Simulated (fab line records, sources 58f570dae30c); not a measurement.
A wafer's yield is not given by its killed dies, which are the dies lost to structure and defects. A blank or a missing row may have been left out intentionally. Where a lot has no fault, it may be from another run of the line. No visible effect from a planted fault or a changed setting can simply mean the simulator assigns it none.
Which tool was responsible? | flow berkeley cmos170 | 45 wafers from 15 lots sampled at 3 of the route's 331 steps

== WHAT THE GAUGES READ, wafer by wafer ==
UCB170_ACTIVE_OVL_MEAS_14.
lot  | measured     | on         | ACTIVE_OVL (nm)
L911 | day 5 01:56  | overlay-02 | -1 -7 -8
L912 | day 5 08:32  | overlay-02 | -1 -7 -5
L913 | day 5 08:49  | overlay-01 | -5 -3 -5
L925 | day 7 23:46  | overlay-01 | -3 -12 -4
L927 | day 7 23:53  | overlay-01 | 3 -2 -8
L926 | day 7 23:29  | overlay-01 | 2 0 -1
L928 | day 9 02:31  | overlay-01 | -4 -9 -8
L929 | day 9 02:38  | overlay-02 | -5 3 -7
L930 | day 9 13:59  | overlay-01 | -9 -3 0
L933 | day 10 04:02 | overlay-02 | -7 -4 -3
L932 | day 10 03:44 | overlay-02 | -15 -7 -10
L934 | day 10 03:51 | overlay-01 | -11 -6 -5

== WHAT TOOL EACH LOT RAN ON (gives the tool, then ch and the chambers of the sampled wafers, and finally the start) ==
lot  | UCB170_ZERO_EXPOSE_03            | UCB170_ZERO_ETCH_06
L911 | krf scanner-01 ch 0, day 1 19:16 | rie diel-02 ch 0,1,3, day 1 19:49
L912 | krf scanner-02 ch 0, day 2 01:54 | rie diel-03 ch 1,2,3, day 2 02:17
L913 | krf scanner-01 ch 0, day 2 08:09 | rie diel-01 ch 1,2,3, day 2 08:45
L916 | krf scanner-01, day 3 07:10      | rie diel-03 ch 2,3, day 3 08:01
L917 | krf scanner-01, day 3 07:32      | rie diel-01 ch 0,1,3, day 3 08:05
L918 | krf scanner-01, day 3 14:24      | rie diel-03 ch 0,1,2, day 3 14:46
L925 | krf scanner-01 ch 0, day 4 17:23 | rie diel-03 ch 0,3, day 4 17:52
L927 | krf scanner-01 ch 0, day 5 02:23 | rie diel-02 ch 0,1,2, day 5 03:03
L926 | krf scanner-02 ch 0, day 5 02:38 | rie diel-01 ch 1,2,3, day 5 03:11
L928 | krf scanner-02 ch 0, day 5 12:28 | rie diel-01 ch 0,1,2, day 5 12:51
L929 | krf scanner-02 ch 0, day 5 17:14 | rie diel-03 ch 1,2,3, day 5 18:09
L930 | krf scanner-02 ch 0, day 6 01:39 | rie diel-02 ch 2,3, day 6 02:05
L933 | krf scanner-01 ch 0, day 6 08:59 | rie diel-02 ch 0,3, day 6 09:32
L932 | krf scanner-01 ch 0, day 6 09:03 | rie diel-03 ch 1,2,3, day 6 09:38
L934 | krf scanner-01 ch 0, day 6 18:42 | rie diel-03 ch 1,2,3, day 6 19:05
- UCB170_ZERO_EXPOSE_03: exposes mask PM MARKS, target cd 4000 nm.
- UCB170_ZERO_ETCH_06: etches SiO2 in CHF3/CF4/Ar, time 12 s.

== WHAT THE TOOLS THEMSELVES READ (means of the sampled wafers that have a number; where no wafer has one, the mark that the record gives instead) ==
UCB170_ZERO_EXPOSE_03.
lot  | tool           | exposure dose mJ cm2 | focus offset nm (nm)
L911 | krf scanner-01 | 29.995               | -0.1
L912 | krf scanner-02 | 29.994               | 0.0
L913 | krf scanner-01 | 29.995               | -0.3
L916 | krf scanner-01 | -                    | -
L917 | krf scanner-01 | -                    | -
L918 | krf scanner-01 | -                    | -
L925 | krf scanner-01 | 30.051               | 0.5
L927 | krf scanner-01 | 29.975               | -0.3
L926 | krf scanner-02 | 29.958               | 0.7
L928 | krf scanner-02 | 29.973               | 0.1
L929 | krf scanner-02 | 29.988               | 0.1
L930 | krf scanner-02 | 30.024               | -0.2
L933 | krf scanner-01 | 30.019               | 0.5
L932 | krf scanner-01 | 30.010               | 0.7
L934 | krf scanner-01 | 30.038               | -0.5

UCB170_ZERO_ETCH_06.
lot  | tool        | cf4 flow sccm (sccm) | drypump motor current A (A) | oes product au (a.u.) | rf fwd power W (W) | throttle valve pct (%)
L911 | rie diel-02 | 10.00                | 5.4                         | 0.615                 | 493.6              | 9.25
L912 | rie diel-03 | 10.00                | 5.7                         | 0.613                 | 491.3              | 9.16
L913 | rie diel-01 | 10.04                | 5.7                         | 0.624                 | 492.1              | 9.03
L916 | rie diel-03 | 9.99                 | 5.9                         | 0.375                 | 490.3              | 9.06
L917 | rie diel-01 | 9.98                 | 5.6                         | 0.380                 | 492.2              | 9.19
L918 | rie diel-03 | 10.01                | 5.7                         | 0.369                 | 492.4              | 9.24
L925 | rie diel-03 | 10.00                | 5.2                         | 0.610                 | 487.9              | 9.20
L927 | rie diel-02 | 10.01                | 5.4                         | 0.616                 | 494.7              | 9.16
L926 | rie diel-01 | 10.01                | 5.8                         | 0.623                 | 492.0              | 9.03
L928 | rie diel-01 | 9.98                 | 5.4                         | 0.624                 | 490.0              | 9.15
L929 | rie diel-03 | 10.01                | 5.7                         | 0.616                 | 490.2              | 9.16
L930 | rie diel-02 | 10.00                | 5.5                         | 0.612                 | 493.9              | 9.18
L933 | rie diel-02 | 9.99                 | 5.4                         | 0.612                 | 493.1              | 9.30
L932 | rie diel-03 | 10.00                | 5.7                         | 0.617                 | 490.4              | 9.15
L934 | rie diel-03 | 9.98                 | 5.7                         | 0.612                 | 492.5              | 9.17

== THE ANSWER, worked out from the rows above alone ==
Rule: usual is defined by the lots themselves. Put in order of their means at a reading, lots are off if they are a third of the lots or fewer, leave a main group of 4 or more, and stand apart from it by a gap of 3 or more times the standard deviation of the main group's means; of several such gaps the widest counts. A main group whose means are all the same, to the digits that the tables above print for the reading, isn't used. A lot without any number at a reading at which 4 lots or more have one is off too. The other lots that the step has rows for count as sound. After the gauges, taken in route order, come the tools' own readings; for these a lot's mean is taken, as printed above. At the first step where some lot is off, the reading lying furthest off is the one used; lots without a number count as furthest.
Off, at UCB170_ZERO_EXPOSE_03 on exposure dose mJ cm2: L916, L917, L918. Without a number there: L916, L917, L918. Mean 30.002 and standard deviation 0.026 in the main group.
A tool fits if, at that step or a process step before it, it ran every lot that is off, and no sound lot after the first of them. No candidate that was tried fits.

== WHAT THE SIMULATOR HAD PUT IN ==
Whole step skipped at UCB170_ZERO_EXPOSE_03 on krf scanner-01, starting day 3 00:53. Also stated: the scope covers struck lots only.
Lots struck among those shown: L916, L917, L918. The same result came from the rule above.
